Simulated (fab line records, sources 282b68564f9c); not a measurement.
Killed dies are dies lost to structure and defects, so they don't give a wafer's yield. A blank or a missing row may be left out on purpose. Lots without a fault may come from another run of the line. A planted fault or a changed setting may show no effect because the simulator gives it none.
fab line records | flow rit_cmos
record lots=5 wafers=15 last_day=8
route steps=202 shown NWELL@29 PWELL@39 WELLDRIVE@50 NRETRO@53 PRETRO@64
lots that met no fault: from a run of the same line without faults
start_h: hours from the record's first day to the start of the lot's first wafer shown | wait_h: hours since the lot's step before | " the same as in the row above | L1.1+2: a row that stands for several wafers | - no value, or no start given | * or withheld: withheld | < > ~ a bound
route shown NAME@n: a module of which the file shows steps, and the number in the route of the first | usual: mean/standard deviation of fault-free wafers | same: alike in all rows | chamber/n: place in a boat | sites: the reading at each site | _std_site: their standard deviation | _edge_site: outer sites' mean less inner sites' | radius_mm: how far each site lies from the wafer's centre | mask NAME#n: copy n | behind: the tool/chamber that last shaped the wafer | hold: why the lot was held/for how many hours/how that ended | device: the transistor (n, p or np) that didn't switch | end of line: the same wafers' tests at the end of the route | a step without rows: its recipe alone | killed: dies lost to structure and defects at the first sort, not the wafer's yield | map: a wafer's dies, x killed, . not, _ none there
set.NAME: the setting as run; set.NAME@STEP: as run at that earlier step | model.NAME: the simulator's own value behind a step, which no gauge read
lots at some steps of the route; a table a step, a row a wafer
services: from which hour (start_h, from the record's first day; less than 0 if before it) a tool's chamber was out of use, for how many hours, and why
## steps
# step RIT_NWELL_COAT_01
# recipe resist=NOVOLAK spin_rpm=2000 resist_thk_nm=1300
# usual dispense_pressure_kPa=44.4/2.7 spin_speed_rpm=2000.0/1.3
# columns lot.wafer tool chamber start_h wait_h dispense_pressure_kPa spin_speed_rpm
L084.1 litho_track-03 0 71.29 0.1 44.0 1999.8
L084.2 " 0 " " 44.0 2000.1
L084.3 " 0 " " 44.0 2002.1
L091.3 litho_track-03 0 106.16 0.1 44.0 1998.2
L091.4 " 0 " " 44.0 1998.7
L091.6 " 0 " " 44.0 2001.0
L094.1 litho_track-04 0 122.64 0.1 42.2 2000.2
L094.2 " 0 " " 42.1 1998.9
L094.5 " 0 " " 42.1 1999.8
L095.3 litho_track-04 0 129.32 0.1 42.2 2000.7
L095.4 " 0 " " 42.2 2001.1
L095.5 " 0 " " 42.1 2001.3
L096.4 litho_track-03 0 133.69 0.1 44.0 2000.9
L096.5 " 0 " " 44.0 1999.8
L096.6 " 0 " " 44.0 2000.8
# step RIT_NWELL_SOFTBAKE_02
# recipe resist=NOVOLAK temp_c=90 time_s=60
# columns lot.wafer tool chamber start_h wait_h
L084.1+2+3 litho_track-03 0 71.44 0.1
L091.3+4+6 litho_track-03 0 106.31 0.1
L094.1+2+5 litho_track-04 0 122.79 0.1
L095.3+4+5 litho_track-04 0 129.47 0.1
L096.4+5+6 litho_track-03 0 133.84 0.1
# step RIT_NWELL_EXPOSE_03
# recipe mask_id=M2 na=0.57 target_cd_nm=43900 dose_mj=250
# usual reticle_temp_C=22.98/0.11
# columns lot.wafer tool chamber start_h wait_h mask reticle_temp_C
L084.1 iline_stepper-01 0 71.72 0.2 M2#0 23.09
L084.2 " 0 " " M2#0 23.26
L084.3 " 0 " " M2#0 23.13
L091.3 iline_stepper-01 0 106.45 0.1 M2#0 22.81
L091.4 " 0 " " M2#0 22.95
L091.6 " 0 " " M2#0 22.92
L094.1 iline_stepper-01 0 123.06 0.2 M2#0 22.92
L094.2 " 0 " " M2#0 22.88
L094.5 " 0 " " M2#0 22.98
L095.3 iline_stepper-02 0 129.74 0.2 M2#0 22.94
L095.4 " 0 " " M2#0 23.04
L095.5 " 0 " " M2#0 22.87
L096.4 iline_stepper-02 0 133.97 0.1 M2#0 22.85
L096.5 " 0 " " M2#0 22.82
L096.6 " 0 " " M2#0 22.77
# step RIT_NWELL_PEB_04
# recipe resist=NOVOLAK temp_c=withheld time_s=withheld
# columns lot.wafer tool chamber start_h wait_h
L084.1+2+3 litho_track-01 0 71.83 0.1
L091.3+4+6 litho_track-03 0 106.57 0.1
L094.1+2+5 litho_track-01 0 123.18 0.1
L095.3+4+5 litho_track-04 0 129.86 0.1
L096.4+5+6 litho_track-04 0 134.11 0.1
# step RIT_NWELL_DEVELOP_05
# recipe resist=NOVOLAK develop_time_s=68 dev_temp_c=23
# columns lot.wafer tool chamber start_h wait_h
L084.1+2+3 litho_track-01 0 - -
L091.3+4+6 litho_track-03 0 - -
L094.1+2+5 litho_track-01 0 - -
L095.3+4+5 litho_track-04 0 - -
L096.4+5+6 litho_track-04 0 - -
# step RIT_NWELL_OVL_MEAS_06
# usual NWELL_OVL=-0.5/1.4
# columns lot.wafer tool chamber start_h wait_h NWELL_OVL[nm]
L084.1 overlay-02 - 72.15 - -2.5
L084.2 " - " " -1.0
L084.3 " - " " -0.3
L091.3 overlay-01 - 106.85 - 1.6
L091.4 " - " " 0.3
L091.6 " - " " 1.0
L094.1 overlay-02 - 123.49 - -0.9
L094.2 " - " " -0.3
L094.5 " - " " -0.5
L095.3 overlay-02 - 130.14 - -1.6
L095.4 " - " " -2.8
L095.5 " - " " -1.5
L096.4 overlay-02 - 134.36 - 0.8
L096.5 " - " " -1.0
L096.6 " - " " 1.1
# step RIT_NWELL_HARDBAKE_07
# recipe resist=NOVOLAK temp_c=140 time_s=120
# columns lot.wafer tool chamber start_h wait_h
L084.1+2+3 litho_track-03 0 72.18 0.0
L091.3+4+6 litho_track-01 0 107.00 0.1
L094.1+2+5 litho_track-04 0 123.53 0.0
L095.3+4+5 litho_track-04 0 130.25 0.1
L096.4+5+6 litho_track-01 0 134.51 0.1
# step RIT_NWELL_IMPLANT_08
# recipe species=P energy_kev=170 dose_cm2=5e+13 tilt_deg=7
# columns lot.wafer tool chamber start_h wait_h
L084.1+2+3 implanter-03 0 72.43 0.2
L091.3+4+6 implanter-04 0 107.22 0.2
L094.1+2+5 implanter-03 0 123.78 0.2
L095.3+4+5 implanter-02 0 130.46 0.2
L096.4+5+6 implanter-04 0 134.71 0.2
# step RIT_NWELL_STRIP_09
# recipe chemistry=O2 time_s=180 resist=NOVOLAK platen_temp_c=withheld power_w=500 pressure_mtorr=4000 o2_flow_sccm=4000
# usual drypump_motor_current_A=5.7/0.32
# columns lot.wafer tool chamber start_h wait_h drypump_motor_current_A rf_hours_counter_h
L084.1 plasma_asher-03 1 72.58 0.1 5.7 44
L084.2 " 0 " " 5.7 44
L084.3 " 0 " " 5.7 -
L091.3 plasma_asher-04 1 107.38 0.1 5.1 -
L091.4 " 0 " " 5.7 -
L091.6 " 0 " " 5.7 -
L094.1 plasma_asher-04 0 123.93 0.1 5.7 49
L094.2 " 1 " " 5.2 49
L094.5 " 0 " " 5.7 -
L095.3 plasma_asher-02 0 130.62 0.1 6.3 -
L095.4 " 1 " " 6.0 -
L095.5 " 1 " " 6.0 -
L096.4 plasma_asher-03 1 134.84 0.1 5.7 -
L096.5 " 1 " " 5.7 -
L096.6 " 0 " " 5.7 -
# step RIT_NWELL_TW_MEAS_10
# usual NWELL_TW=2133/9.6
# columns lot.wafer tool chamber start_h wait_h NWELL_TW
L084.1 film_metro-01 - 72.76 0.1 2141
L084.2 " - " " 2149
L084.3 " - " " 2135
L091.3 film_metro-02 - 107.52 0.1 2144
L091.4 " - " " 2135
L091.6 " - " " 2145
L094.1 film_metro-02 - 124.10 0.1 2141
L094.2 " - " " 2138
L094.5 " - " " 2141
L095.3 film_metro-01 - 130.76 0.1 2147
L095.4 " - " " 2147
L095.5 " - " " 2131
L096.4 film_metro-03 - 134.99 0.1 2138
L096.5 " - " " 2139
L096.6 " - " " 2145
# step RIT_PWELL_HMDS_00
# recipe prime_time_s=60 prime_temp_c=140
# columns lot.wafer tool chamber start_h wait_h
L084.1+2+3 litho_track-04 0 72.82 0.1
L091.3+4+6 litho_track-04 0 107.64 0.1
L094.1+2+5 litho_track-02 0 124.19 0.1
L095.3+4+5 litho_track-04 0 130.85 0.1
L096.4+5+6 litho_track-03 0 135.09 0.1
# step RIT_PWELL_COAT_01
# recipe resist=NOVOLAK spin_rpm=2000 resist_thk_nm=1300
# usual dispense_pressure_kPa=44.6/2.2 spin_speed_rpm=2000.2/1.3
# columns lot.wafer tool chamber start_h wait_h dispense_pressure_kPa spin_speed_rpm
L084.1 litho_track-04 0 72.97 0.1 42.2 2000.5
L084.2 " 0 " " 42.1 2000.0
L084.3 " 0 " " 42.1 1998.6
L091.3 litho_track-04 0 107.79 0.1 42.1 1998.7
L091.4 " 0 " " 42.1 2000.2
L091.6 " 0 " " 42.1 2000.2
L094.1 litho_track-02 0 124.34 0.1 47.2 1999.8
L094.2 " 0 " " 47.2 2000.9
L094.5 " 0 " " 47.2 1998.3
L095.3 litho_track-04 0 131.00 0.1 42.2 2001.8
L095.4 " 0 " " 42.1 2000.6
L095.5 " 0 " " 42.2 2001.1
L096.4 litho_track-03 0 135.24 0.1 44.0 2004.0
L096.5 " 0 " " 44.0 2001.8
L096.6 " 0 " " 44.1 2001.7
# step RIT_PWELL_SOFTBAKE_02
# recipe resist=NOVOLAK temp_c=90 time_s=60
# columns lot.wafer tool chamber start_h wait_h
L084.1+2+3 litho_track-04 0 73.12 0.1
L091.3+4+6 litho_track-04 0 107.94 0.1
L094.1+2+5 litho_track-02 0 124.49 0.1
L095.3+4+5 litho_track-04 0 131.15 0.1
L096.4+5+6 litho_track-03 0 135.39 0.1
# step RIT_PWELL_EXPOSE_03
# recipe mask_id=M3 na=0.57 target_cd_nm=43700 dose_mj=250
# usual reticle_temp_C=23.01/0.11
# columns lot.wafer tool chamber start_h wait_h mask reticle_temp_C
L084.1 iline_stepper-02 0 73.27 0.1 M3#0 23.02
L084.2 " 0 " " M3#0 22.89
L084.3 " 0 " " M3#0 23.08
L091.3 iline_stepper-01 0 108.08 0.1 M3#0 23.00
L091.4 " 0 " " M3#0 23.05
L091.6 " 0 " " M3#0 22.93
L094.1 iline_stepper-02 0 124.77 0.2 M3#0 22.98
L094.2 " 0 " " M3#0 23.11
L094.5 " 0 " " M3#0 23.04
L095.3 iline_stepper-02 0 131.29 0.1 M3#0 23.01
L095.4 " 0 " " M3#0 23.05
L095.5 " 0 " " M3#0 23.07
L096.4 iline_stepper-01 0 135.65 0.2 M3#0 23.05
L096.5 " 0 " " M3#0 23.22
L096.6 " 0 " " M3#0 23.22
# step RIT_PWELL_PEB_04
# recipe resist=NOVOLAK temp_c=withheld time_s=withheld
# columns lot.wafer tool chamber start_h wait_h
L084.1+2+3 litho_track-04 0 73.38 0.1
L091.3+4+6 litho_track-04 0 108.34 0.2
L094.1+2+5 litho_track-02 0 124.88 0.1
L095.3+4+5 litho_track-03 0 131.41 0.1
L096.4+5+6 litho_track-03 0 135.78 0.1
# step RIT_PWELL_DEVELOP_05
# recipe resist=NOVOLAK develop_time_s=68 dev_temp_c=23
# columns lot.wafer tool chamber start_h wait_h
L084.1+2+3 litho_track-04 0 - -
L091.3+4+6 litho_track-04 0 - -
L094.1+2+5 litho_track-02 0 - -
L095.3+4+5 litho_track-03 0 - -
L096.4+5+6 litho_track-03 0 - -
# step RIT_PWELL_OVL_MEAS_06
# usual PWELL_OVL=-0.6/1.5
# columns lot.wafer tool chamber start_h wait_h PWELL_OVL[nm]
L084.1 overlay-01 - 73.70 - -2.5
L084.2 " - " " -2.8
L084.3 " - " " -3.0
L091.3 overlay-02 - 108.61 - -0.2
L091.4 " - " " 1.8
L091.6 " - " " 0.1
L094.1 overlay-02 - 125.20 - -0.9
L094.2 " - " " -0.2
L094.5 " - " " 0.6
L095.3 overlay-01 - 131.69 - -3.2
L095.4 " - " " -3.4
L095.5 " - " " -1.9
L096.4 overlay-01 - 136.04 - -3.2
L096.5 " - " " -0.8
L096.6 " - " " -1.6
# step RIT_PWELL_HARDBAKE_07
# recipe resist=NOVOLAK temp_c=140 time_s=120
# columns lot.wafer tool chamber start_h wait_h
L084.1+2+3 litho_track-02 0 73.73 0.0
L091.3+4+6 litho_track-03 0 108.72 0.1
L094.1+2+5 litho_track-04 0 125.23 0.0
L095.3+4+5 litho_track-04 0 131.80 0.1
L096.4+5+6 litho_track-03 0 136.18 0.1
# step RIT_PWELL_IMPLANT_08
# recipe species=B energy_kev=170 dose_cm2=7e+13 tilt_deg=7
# columns lot.wafer tool chamber start_h wait_h
L084.1+2+3 implanter-01 0 73.98 0.2
L091.3+4+6 implanter-04 0 108.94 0.2
L094.1+2+5 implanter-04 0 125.48 0.2
L095.3+4+5 implanter-02 0 132.01 0.2
L096.4+5+6 implanter-01 0 136.38 0.2
# step RIT_PWELL_STRIP_09
# recipe chemistry=O2 time_s=180 resist=NOVOLAK platen_temp_c=withheld power_w=500 pressure_mtorr=4000 o2_flow_sccm=4000
# usual drypump_motor_current_A=5.85/0.22
# columns lot.wafer tool chamber start_h wait_h drypump_motor_current_A rf_hours_counter_h
L084.1 plasma_asher-01 0 74.13 0.1 5.64 42
L084.2 " 1 " " 5.72 42
L084.3 " 0 " " 5.65 -
L091.3 plasma_asher-03 1 109.10 0.1 5.73 -
L091.4 " 0 " " 5.68 -
L091.6 " 0 " " 5.67 -
L094.1 plasma_asher-02 1 125.63 0.1 5.98 33
L094.2 " 0 " " 6.25 33
L094.5 " 1 " " 5.98 -
L095.3 plasma_asher-02 1 132.17 0.1 6.00 -
L095.4 " 0 " " 6.26 -
L095.5 " 0 " " 6.23 -
L096.4 plasma_asher-03 1 136.52 0.1 5.73 -
L096.5 " 1 " " 5.71 -
L096.6 " 0 " " 5.66 -
# step RIT_PWELL_TW_MEAS_10
# usual PWELL_TW=946/3.8
# columns lot.wafer tool chamber start_h wait_h PWELL_TW
L084.1 film_metro-02 - 74.31 0.1 944
L084.2 " - " " 950
L084.3 " - " " 947
L091.3 film_metro-02 - 109.23 0.1 945
L091.4 " - " " 953
L091.6 " - " " 944
L094.1 film_metro-02 - 125.81 0.1 947
L094.2 " - " " 946
L094.5 " - " " 951
L095.3 film_metro-01 - 132.31 0.1 946
L095.4 " - " " 953
L095.5 " - " " 947
L096.4 film_metro-02 - 136.66 0.1 941
L096.5 " - " " 947
L096.6 " - " " 946
# step RIT_WELLDRIVE_ANNEAL_00
# recipe temp_c=1100 time_s=14700 ambient=N2
# usual tube_center_temp_C_max=1102.8/0.41
# columns lot.wafer tool chamber start_h wait_h tube_center_temp_C_max
L084.1 furnace-04 0 75.31 1.0 1103.8
L084.2 " 0 " " 1103.4
L084.3 " 0 " " 1102.8
L091.3 furnace-03 0 109.49 0.3 1102.3
L091.4 " 0 " " 1103.1
L091.6 " 0 " " 1102.6
L094.1 furnace-03 0 129.16 3.3 1102.4
L094.2 " 0 " " 1103.0
L094.5 " 0 " " 1102.5
L095.3 furnace-04 0 132.52 0.2 1102.9
L095.4 " 0 " " 1103.1
L095.5 " 0 " " 1103.4
L096.4 furnace-04 0 139.54 2.9 1102.9
L096.5 " 0 " " 1102.3
L096.6 " 0 " " 1102.3
# step RIT_WELLDRIVE_RS_MEAS_01
# recipe thk_meas_gauge=four-point-probe
# usual NWELL_RS=275.3/0.77
# columns lot.wafer tool chamber start_h wait_h NWELL_RS[ohm/sq]
L084.1 film_metro-02 - 80.39 0.0 275.5
L084.2 " - " " 275.7
L084.3 " - " " 276.0
L091.3 film_metro-01 - 114.62 0.0 273.9
L091.4 " - " " 274.6
L091.6 " - " " 273.8
L094.1 film_metro-03 - 134.25 0.0 275.8
L094.2 " - " " 276.1
L094.5 " - " " 275.3
L095.3 film_metro-03 - 137.65 0.0 274.8
L095.4 " - " " 274.5
L095.5 " - " " 274.7
L096.4 film_metro-01 - 144.68 0.1 274.6
L096.5 " - " " 273.9
L096.6 " - " " 273.9
# step RIT_WELLDRIVE_RS_MEAS_02
# recipe thk_meas_gauge=four-point-probe
# usual PWELL_RS=429.8/1.1
# columns lot.wafer tool chamber start_h wait_h PWELL_RS[ohm/sq]
L084.1 film_metro-02 - 80.51 0.1 429.0
L084.2 " - " " 429.3
L084.3 " - " " 428.7
L091.3 film_metro-01 - 114.74 0.1 432.1
L091.4 " - " " 430.4
L091.6 " - " " 431.4
L094.1 film_metro-03 - 134.37 0.1 429.7
L094.2 " - " " 428.5
L094.5 " - " " 429.6
L095.3 film_metro-03 - 137.77 0.1 429.6
L095.4 " - " " 430.8
L095.5 " - " " 429.4
L096.4 film_metro-01 - 144.80 0.1 430.0
L096.5 " - " " 429.4
L096.6 " - " " 430.3
# step RIT_NRETRO_HMDS_00
# recipe prime_time_s=60 prime_temp_c=140
# columns lot.wafer tool chamber start_h wait_h
L084.1+2+3 litho_track-04 0 80.63 0.1
L091.3+4+6 litho_track-02 0 114.87 0.1
L094.1+2+5 litho_track-04 0 134.49 0.1
L095.3+4+5 litho_track-01 0 137.90 0.1
L096.4+5+6 litho_track-04 0 144.94 0.1
# step RIT_NRETRO_COAT_01
# recipe resist=NOVOLAK spin_rpm=2000 resist_thk_nm=1300
# usual dispense_pressure_kPa=47/3 spin_speed_rpm=1999.7/1.3
# columns lot.wafer tool chamber start_h wait_h dispense_pressure_kPa spin_speed_rpm
L084.1 litho_track-04 0 80.78 0.1 42 1999.4
L084.2 " 0 " " 42 1997.1
L084.3 " 0 " " 42 1999.1
L091.3 litho_track-02 0 115.02 0.1 47 1999.5
L091.4 " 0 " " 47 2001.7
L091.6 " 0 " " 47 1999.1
L094.1 litho_track-04 0 134.64 0.1 42 1997.2
L094.2 " 0 " " 42 1999.9
L094.5 " 0 " " 42 2001.0
L095.3 litho_track-01 0 138.05 0.1 49 1996.9
L095.4 " 0 " " 49 1996.9
L095.5 " 0 " " 49 1999.2
L096.4 litho_track-04 0 145.09 0.1 42 1999.4
L096.5 " 0 " " 42 1999.2
L096.6 " 0 " " 42 1999.3
# step RIT_NRETRO_SOFTBAKE_02
# recipe resist=NOVOLAK temp_c=90 time_s=60
# columns lot.wafer tool chamber start_h wait_h
L084.1+2+3 litho_track-04 0 80.93 0.1
L091.3+4+6 litho_track-02 0 115.17 0.1
L094.1+2+5 litho_track-04 0 134.79 0.1
L095.3+4+5 litho_track-01 0 138.20 0.1
L096.4+5+6 litho_track-04 0 145.24 0.1
# step RIT_NRETRO_EXPOSE_03
# recipe mask_id=M4 na=0.57 target_cd_nm=43900 dose_mj=250
# usual reticle_temp_C=23.00/0.11
# columns lot.wafer tool chamber start_h wait_h mask reticle_temp_C
L084.1 iline_stepper-02 0 81.22 0.3 M4#0 23.10
L084.2 " 0 " " M4#0 23.04
L084.3 " 0 " " M4#0 23.14
L091.3 iline_stepper-02 0 115.31 0.1 M4#0 22.96
L091.4 " 0 " " M4#0 23.00
L091.6 " 0 " " M4#0 22.98
L094.1 iline_stepper-01 0 134.94 0.1 M4#0 22.82
L094.2 " 0 " " M4#0 22.99
L094.5 " 0 " " M4#0 23.11
L095.3 iline_stepper-01 0 138.34 0.1 M4#0 23.13
L095.4 " 0 " " M4#0 23.06
L095.5 " 0 " " M4#0 23.09
L096.4 iline_stepper-02 0 145.50 0.2 M4#0 23.01
L096.5 " 0 " " M4#0 23.09
L096.6 " 0 " " M4#0 22.93
# step RIT_NRETRO_PEB_04
# recipe resist=NOVOLAK temp_c=withheld time_s=withheld
# columns lot.wafer tool chamber start_h wait_h
L084.1+2+3 litho_track-04 0 81.34 0.1
L091.3+4+6 litho_track-01 0 115.43 0.1
L094.1+2+5 litho_track-02 0 135.05 0.1
L095.3+4+5 litho_track-02 0 138.46 0.1
L096.4+5+6 litho_track-04 0 145.63 0.1
# step RIT_NRETRO_DEVELOP_05
# recipe resist=NOVOLAK develop_time_s=68 dev_temp_c=23
# columns lot.wafer tool chamber start_h wait_h
L084.1+2+3 litho_track-04 0 - -
L091.3+4+6 litho_track-01 0 - -
L094.1+2+5 litho_track-02 0 - -
L095.3+4+5 litho_track-02 0 - -
L096.4+5+6 litho_track-04 0 - -
# step RIT_NRETRO_OVL_MEAS_06
# usual NRETRO_OVL=-0.8/1.4
# columns lot.wafer tool chamber start_h wait_h NRETRO_OVL[nm]
L084.1 overlay-02 - 81.65 - 0.5
L084.2 " - " " -0.5
L084.3 " - " " 1.0
L091.3 overlay-02 - 115.71 - -1.8
L091.4 " - " " 0.7
L091.6 " - " " -0.4
L094.1 overlay-02 - 135.37 - -2.9
L094.2 " - " " -0.6
L094.5 " - " " 0.0
L095.3 overlay-02 - 138.74 - -1.4
L095.4 " - " " -0.8
L095.5 " - " " -0.9
L096.4 overlay-01 - 145.89 - -1.4
L096.5 " - " " -2.7
L096.6 " - " " -1.3
# step RIT_NRETRO_HARDBAKE_07
# recipe resist=NOVOLAK temp_c=140 time_s=120
# columns lot.wafer tool chamber start_h wait_h
L084.1+2+3 litho_track-04 0 81.69 0.0
L091.3+4+6 litho_track-01 0 115.82 0.1
L094.1+2+5 litho_track-02 0 135.40 0.0
L095.3+4+5 litho_track-02 0 138.85 0.1
L096.4+5+6 litho_track-02 0 146.03 0.1
# step RIT_NRETRO_IMPLANT_08
# recipe species=P energy_kev=70 dose_cm2=1e+13 tilt_deg=7
# columns lot.wafer tool chamber start_h wait_h
L084.1+2+3 implanter-02 0 81.94 0.2
L091.3+4+6 implanter-02 0 116.03 0.2
L094.1+2+5 implanter-03 0 135.65 0.2
L095.3+4+5 implanter-01 0 139.06 0.2
L096.4+5+6 implanter-01 0 146.23 0.2
# step RIT_NRETRO_STRIP_09
# recipe chemistry=O2 time_s=180 resist=NOVOLAK platen_temp_c=withheld power_w=500 pressure_mtorr=4000 o2_flow_sccm=4000
# usual drypump_motor_current_A=5.60/0.21
# columns lot.wafer tool chamber start_h wait_h drypump_motor_current_A rf_hours_counter_h
L084.1 plasma_asher-03 1 82.09 0.1 5.70 45
L084.2 " 0 " " 5.64 45
L084.3 " 1 " " 5.73 -
L091.3 plasma_asher-04 0 116.19 0.1 5.71 -
L091.4 " 1 " " 5.15 -
L091.6 " 0 " " 5.71 -
L094.1 plasma_asher-04 0 135.80 0.1 5.70 50
L094.2 " 1 " " 5.17 50
L094.5 " 1 " " 5.18 -
L095.3 plasma_asher-04 0 139.22 0.1 5.73 -
L095.4 " 1 " " 5.20 -
L095.5 " 0 " " 5.72 -
L096.4 plasma_asher-03 0 146.36 0.1 5.64 -
L096.5 " 0 " " 5.64 -
L096.6 " 1 " " 5.70 -
# step RIT_NRETRO_TW_MEAS_10
# usual NRETRO_TW=1043/4.7
# columns lot.wafer tool chamber start_h wait_h NRETRO_TW
L084.1 film_metro-03 - 82.28 0.1 1046
L084.2 " - " " 1035
L084.3 " - " " 1039
L091.3 film_metro-04 - 116.33 0.1 1043
L091.4 " - " " 1041
L091.6 " - " " 1044
L094.1 film_metro-03 - 135.98 0.1 1041
L094.2 " - " " 1045
L094.5 " - " " 1040
L095.3 film_metro-03 - 139.36 0.1 1046
L095.4 " - " " 1038
L095.5 " - " " 1041
L096.4 film_metro-03 - 146.51 0.1 1041
L096.5 " - " " 1045
L096.6 " - " " 1044
# step RIT_PRETRO_HMDS_00
# recipe prime_time_s=60 prime_temp_c=140
# columns lot.wafer tool chamber start_h wait_h
L084.1+2+3 litho_track-02 0 82.34 0.1
L091.3+4+6 litho_track-03 0 116.42 0.1
L094.1+2+5 litho_track-01 0 136.04 0.1
L095.3+4+5 litho_track-01 0 139.45 0.1
L096.4+5+6 litho_track-02 0 146.62 0.1
# step RIT_PRETRO_COAT_01
# recipe resist=NOVOLAK spin_rpm=2000 resist_thk_nm=1300
# usual dispense_pressure_kPa=47.1/2.2 spin_speed_rpm=2000.2/1.3
# columns lot.wafer tool chamber start_h wait_h dispense_pressure_kPa spin_speed_rpm
L084.1 litho_track-02 0 82.49 0.1 47.2 1998.7
L084.2 " 0 " " 47.3 2000.1
L084.3 " 0 " " 47.2 2001.6
L091.3 litho_track-03 0 116.57 0.1 44.0 2000.7
L091.4 " 0 " " 44.0 1999.8
L091.6 " 0 " " 44.0 1999.8
L094.1 litho_track-01 0 136.19 0.1 49.3 1996.5
L094.2 " 0 " " 49.3 1997.1
L094.5 " 0 " " 49.3 1996.9
L095.3 litho_track-01 0 139.60 0.1 49.3 1998.9
L095.4 " 0 " " 49.3 2001.9
L095.5 " 0 " " 49.3 1999.4
L096.4 litho_track-02 0 146.77 0.1 47.2 2000.1
L096.5 " 0 " " 47.2 1998.3
L096.6 " 0 " " 47.2 2000.3
# step RIT_PRETRO_SOFTBAKE_02
# recipe resist=NOVOLAK temp_c=90 time_s=60
# columns lot.wafer tool chamber start_h wait_h
L084.1+2+3 litho_track-02 0 82.64 0.1
L091.3+4+6 litho_track-03 0 116.72 0.1
L094.1+2+5 litho_track-01 0 136.34 0.1
L095.3+4+5 litho_track-01 0 139.75 0.1
L096.4+5+6 litho_track-02 0 146.92 0.1
# step RIT_PRETRO_EXPOSE_03
# recipe mask_id=M5 na=0.57 target_cd_nm=43700 dose_mj=250
# usual reticle_temp_C=22.99/0.11
# columns lot.wafer tool chamber start_h wait_h mask reticle_temp_C
L084.1 iline_stepper-02 0 82.97 0.3 M5#0 22.90
L084.2 " 0 " " M5#0 22.87
L084.3 " 0 " " M5#0 22.96
L091.3 iline_stepper-01 0 116.98 0.2 M5#0 22.82
L091.4 " 0 " " M5#0 22.82
L091.6 " 0 " " M5#0 23.11
L094.1 iline_stepper-01 0 136.49 0.1 M5#0 22.87
L094.2 " 0 " " M5#0 22.92
L094.5 " 0 " " M5#0 23.02
L095.3 iline_stepper-01 0 139.89 0.1 M5#0 23.05
L095.4 " 0 " " M5#0 22.95
L095.5 " 0 " " M5#0 23.08
L096.4 iline_stepper-01 0 147.05 0.1 M5#0 22.85
L096.5 " 0 " " M5#0 22.72
L096.6 " 0 " " M5#0 22.91
# step RIT_PRETRO_PEB_04
# recipe resist=NOVOLAK temp_c=withheld time_s=withheld
# columns lot.wafer tool chamber start_h wait_h
L084.1+2+3 litho_track-01 0 83.26 0.3
L091.3+4+6 litho_track-02 0 117.11 0.1
L094.1+2+5 litho_track-03 0 136.61 0.1
L095.3+4+5 litho_track-01 0 140.02 0.1
L096.4+5+6 litho_track-01 0 147.18 0.1
# step RIT_PRETRO_DEVELOP_05
# recipe resist=NOVOLAK develop_time_s=68 dev_temp_c=23
# columns lot.wafer tool chamber start_h wait_h
L084.1+2+3 litho_track-01 0 - -
L091.3+4+6 litho_track-02 0 - -
L094.1+2+5 litho_track-03 0 - -
L095.3+4+5 litho_track-01 0 - -
L096.4+5+6 litho_track-01 0 - -
# step RIT_PRETRO_OVL_MEAS_06
# usual PRETRO_OVL=0.1/1.3
# columns lot.wafer tool chamber start_h wait_h PRETRO_OVL[nm]
L084.1 overlay-02 - 83.57 - 1.2
L084.2 " - " " 1.0
L084.3 " - " " 0.2
L091.3 overlay-02 - 117.39 - -1.5
L091.4 " - " " -1.5
L091.6 " - " " -2.6
L094.1 overlay-02 - 136.92 - 0.2
L094.2 " - " " 2.4
L094.5 " - " " 0.3
L095.3 overlay-02 - 140.29 - 0.0
L095.4 " - " " -0.6
L095.5 " - " " 1.4
L096.4 overlay-01 - 147.44 - -1.2
L096.5 " - " " -1.1
L096.6 " - " " 0.5
# step RIT_PRETRO_HARDBAKE_07
# recipe resist=NOVOLAK temp_c=140 time_s=120
# columns lot.wafer tool chamber start_h wait_h
L084.1+2+3 litho_track-03 0 83.61 0.0
L091.3+4+6 litho_track-01 0 117.49 0.1
L094.1+2+5 litho_track-02 0 136.95 0.0
L095.3+4+5 litho_track-02 0 140.40 0.1
L096.4+5+6 litho_track-02 0 147.58 0.1
# step RIT_PRETRO_IMPLANT_08
# recipe species=B energy_kev=45 dose_cm2=1.2e+13 tilt_deg=7
# columns lot.wafer tool chamber start_h wait_h
L084.1+2+3 implanter-03 0 83.86 0.2
L091.3+4+6 implanter-04 0 117.71 0.2
L094.1+2+5 implanter-03 0 137.20 0.2
L095.3+4+5 implanter-03 0 140.61 0.2
L096.4+5+6 implanter-01 0 147.78 0.2
# step RIT_PRETRO_STRIP_09
# recipe chemistry=O2 time_s=180 resist=NOVOLAK platen_temp_c=withheld power_w=500 pressure_mtorr=4000 o2_flow_sccm=4000
# usual drypump_motor_current_A=5.8/0.35
# columns lot.wafer tool chamber start_h wait_h drypump_motor_current_A rf_hours_counter_h
L084.1 plasma_asher-01 0 84.01 0.1 5.6 43
L084.2 " 1 " " 5.7 43
L084.3 " 1 " " 5.7 -
L091.3 plasma_asher-01 0 117.87 0.1 5.7 -
L091.4 " 1 " " 5.7 -
L091.6 " 1 " " 5.7 -
L094.1 plasma_asher-04 0 137.35 0.1 5.7 50
L094.2 " 1 " " 5.2 50
L094.5 " 1 " " 5.2 -
L095.3 plasma_asher-02 0 140.77 0.1 6.3 -
L095.4 " 1 " " 6.0 -
L095.5 " 0 " " 6.2 -
L096.4 plasma_asher-01 0 147.91 0.1 5.6 -
L096.5 " 1 " " 5.7 -
L096.6 " 0 " " 5.6 -
# step RIT_PRETRO_TW_MEAS_10
# usual PRETRO_TW=473.3/2.2
# columns lot.wafer tool chamber start_h wait_h PRETRO_TW
L084.1 film_metro-04 - 84.18 0.1 471.4
L084.2 " - " " 470.2
L084.3 " - " " 470.2
L091.3 film_metro-01 - 118.00 0.1 470.3
L091.4 " - " " 473.6
L091.6 " - " " 473.7
L094.1 film_metro-02 - 137.53 0.1 472.8
L094.2 " - " " 471.9
L094.5 " - " " 471.4
L095.3 film_metro-02 - 140.91 0.1 472.8
L095.4 " - " " 473.1
L095.5 " - " " 474.0
L096.4 film_metro-02 - 148.06 0.1 476.8
L096.5 " - " " 475.9
L096.6 " - " " 477.2
## services
# columns tool chamber start_h hours kind
implanter-04 - 58.17 2.5 pm
furnace-03 - 60.02 2.8 pm
iline_stepper-01 - 60.26 1.7 pm
plasma_asher-04 - 63.69 2.8 pm
implanter-04 - 69.82 17.8 pm
iline_stepper-02 0 74.10 - calibration
plasma_asher-01 - 89.30 3.2 repair
plasma_asher-01 - 108.80 9.0 pm
plasma_asher-01 0 108.80 9.0 vent_cycle
plasma_asher-01 1 108.80 9.0 vent_cycle
plasma_asher-01 0 117.80 - clean
plasma_asher-01 1 117.80 - clean
iline_stepper-02 - 135.32 5.4 repair
implanter-02 - 142.72 0.9 repair
## key
fault none
